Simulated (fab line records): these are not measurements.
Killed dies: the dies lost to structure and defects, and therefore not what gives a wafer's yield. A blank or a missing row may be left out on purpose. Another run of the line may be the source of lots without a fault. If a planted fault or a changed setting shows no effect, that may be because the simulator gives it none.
Which tool is to blame? | flow ritCmos | 7 lots, 21 wafers sampled, at 2 steps of a route of 202

== WHAT THE GAUGES READ, wafer by wafer ==
RIT_GATE_THK_MEAS_09.
lot  | measured    | on           | GATE_POLY_THK (nm)
L965 | day 2 22:23 | filmMetro-04 | 250.5 251.9 251.6
L967 | day 3 07:03 | filmMetro-02 | 249.1 248.2 247.9
L969 | day 3 17:19 | filmMetro-03 | 246.3 245.2 246.2
L971 | day 4 04:28 | filmMetro-04 | 251.3 250.8 252.3
L973 | day 4 14:04 | filmMetro-04 | 249.4 250.0 250.5
L981 | day 6 05:09 | filmMetro-02 | 436.3 435.1 434.4
L986 | day 7 08:53 | filmMetro-03 | 248.9 248.0 247.5

== WHAT TOOL EACH LOT RAN ON (gives the tool, then ch and the chambers of the sampled wafers, and finally the start) ==
lot  | RIT_GATE_CVD_08
L965 | lpcvd-01 ch 0, day 2 20:45
L967 | lpcvd-02 ch 1, day 3 05:26
L969 | lpcvd-01 ch 0, day 3 15:41
L971 | lpcvd-02 ch 1, day 4 02:50
L973 | lpcvd-01 ch 0, day 4 11:38
L981 | lpcvd-01 ch 0, day 6 03:32
L986 | lpcvd-02 ch 1, day 7 07:15
- RIT_GATE_CVD_08: deposits poly-Si from SiH4, target thk 250 nm, time 2220 s.

== THE ANSWER, worked out from the rows above alone ==
Rule: usual is defined by the lots themselves. The widest of any qualifying gaps counts: lots, ordered by their means at a reading, are off when they make up no more than a third of the lots, leave a main group of 4 or more, and stand apart from it by 3 or more times the standard deviation of that group's means. Not used: any main group whose means are identical at the precision the tables above print for the reading. Also off: a lot with no number at a reading for which 4 or more lots have one. All remaining lots with rows at the step are treated as sound.
Off: at RIT_GATE_THK_MEAS_09 (GATE_POLY_THK), L981. Main group: mean 249.2 nm, sd 2.
A tool fits if, at a process step before that reading, it ran every lot that is off, and no sound lot after the first of them. Those tools and the gauges at RIT_GATE_THK_MEAS_09 are tried in the same way. Undecided on this evidence; 2 tools fit (lpcvd-01 at RIT_GATE_CVD_08, filmMetro-02 at RIT_GATE_THK_MEAS_09).

== WHAT WAS PUT IN BY THE SIMULATOR ==
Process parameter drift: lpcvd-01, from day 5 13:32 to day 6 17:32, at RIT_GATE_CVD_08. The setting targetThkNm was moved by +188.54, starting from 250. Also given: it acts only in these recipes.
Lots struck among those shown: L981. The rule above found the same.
